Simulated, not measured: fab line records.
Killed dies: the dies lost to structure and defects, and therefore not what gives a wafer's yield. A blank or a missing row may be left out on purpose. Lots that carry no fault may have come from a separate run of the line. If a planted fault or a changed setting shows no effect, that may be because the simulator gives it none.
Which tool was responsible? + flow berkeley-cmos170 + 33 wafers from 11 lots sampled at 3 of the route's 331 steps

== WHAT THE GAUGES READ, wafer by wafer ==
UCB170_NVT_TW_MEAS_09. Usual: NVT_TW 522, standard deviation 3.3.
| lot  | measured     | on            | NVT_TW      | flag |
|------|--------------|---------------|-------------|------|
| L326 | day 6 05:07  | film-metro-04 | 521 520 520 |      |
| L328 | day 6 14:05  | film-metro-04 | 518 519 517 |      |
| L325 | day 6 14:22  | film-metro-02 | 528 528 526 |      |
| L327 | day 6 14:35  | film-metro-04 | 519 521 521 |      |
| L329 | day 7 05:11  | film-metro-02 | 523 526 526 |      |
| L330 | day 7 21:01  | film-metro-04 | 520 517 519 |      |
| L332 | day 7 21:08  | film-metro-02 | 522 526 526 |      |
| L333 | day 8 13:03  | film-metro-04 | 522 520 519 |      |
| L335 | day 8 13:20  | film-metro-01 | 521 519 519 |      |
| L339 | day 9 20:07  | film-metro-01 | 523 524 524 |      |
| L344 | day 10 17:07 | film-metro-01 | 520 519 518 |      |

UCB170_FIELD_THK_MEAS_91. Usual: FIELD_OXIDE_LEFT_2_THK 358 nm, standard deviation 9.3.
| lot  | measured     | on            | FIELD_OXIDE_LEFT_2_THK (nm) | flag |
|------|--------------|---------------|-----------------------------|------|
| L326 | day 6 09:04  | film-metro-01 | 352 355 347                 |      |
| L328 | day 6 15:43  | film-metro-03 | 346 350 354                 |      |
| L325 | day 6 16:01  | film-metro-04 | 353 355 351                 |      |
| L327 | day 6 16:16  | film-metro-01 | 352 350 354                 |      |
| L329 | day 7 07:53  | film-metro-03 | 357 360 353                 |      |
| L330 | day 7 23:01  | film-metro-01 | 354 361 352                 |      |
| L332 | day 7 23:09  | film-metro-04 | 358 353 354                 |      |
| L333 | day 8 14:32  | film-metro-04 | 364 372 376                 |      |
| L335 | day 8 15:05  | film-metro-01 | 368 362 369                 |      |
| L339 | day 10 00:59 | film-metro-04 | 374 374 376                 |      |
| L344 | day 10 21:30 | film-metro-03 | 351 346 351                 |      |

UCB170_GATE_THK_MEAS_05. Usual: GATE_POLY_THK 212.9 nm, standard deviation 2.
| lot  | measured     | on            | GATE_POLY_THK (nm) | flag |
|------|--------------|---------------|--------------------|------|
| L326 | day 6 21:06  | film-metro-02 | 209.0 207.5 208.1  |      |
| L328 | day 7 05:26  | film-metro-02 | 213.1 211.5 211.3  |      |
| L325 | day 7 05:27  | film-metro-03 | 213.3 212.1 212.1  |      |
| L327 | day 7 05:26  | film-metro-04 | 211.0 212.3 211.9  |      |
| L329 | day 8 04:36  | film-metro-02 | 213.7 213.2 213.4  |      |
| L330 | day 8 23:12  | film-metro-02 | 214.5 216.8 213.6  |      |
| L332 | day 8 23:13  | film-metro-04 | 212.7 211.6 211.5  |      |
| L333 | day 9 06:37  | film-metro-02 | 213.5 215.0 214.3  |      |
| L335 | day 9 06:39  | film-metro-04 | 211.2 212.8 212.0  |      |
| L339 | day 10 14:07 | film-metro-04 | 212.7 213.1 210.1  |      |
| L344 | day 11 10:09 | film-metro-04 | 215.7 215.8 215.3  |      |

== EACH LOT AND THE TOOL THAT RAN IT (in order: tool; ch and the chambers of the sampled wafers; start) ==
The record shows no process step preceding these readings.

== AS READ BY THE TOOLS THEMSELVES (means over the sampled wafers that have a number; for cases with no such wafer, the mark the record gives instead) ==
The record holds no such reading with a usual standard deviation.

== THE ANSWER, worked out from the rows above alone ==
Rule: lot off if the mean of its wafers having a number is beyond 3 standard deviations from the usual mean. Also off: a lot with no number at a reading for which 4 or more lots have one. Where the step has rows for the other lots, those lots are counted as sound. Order of review: gauges by route order, followed by the tools' own readings, for which a lot's mean as printed above is used. At the first step where some lot is off, the reading lying furthest off is the one used; lots without a number count as furthest.
No lot is off on any of the readings shown, so nothing can be concluded from this.

== WHAT WAS PUT IN BY THE SIMULATOR ==
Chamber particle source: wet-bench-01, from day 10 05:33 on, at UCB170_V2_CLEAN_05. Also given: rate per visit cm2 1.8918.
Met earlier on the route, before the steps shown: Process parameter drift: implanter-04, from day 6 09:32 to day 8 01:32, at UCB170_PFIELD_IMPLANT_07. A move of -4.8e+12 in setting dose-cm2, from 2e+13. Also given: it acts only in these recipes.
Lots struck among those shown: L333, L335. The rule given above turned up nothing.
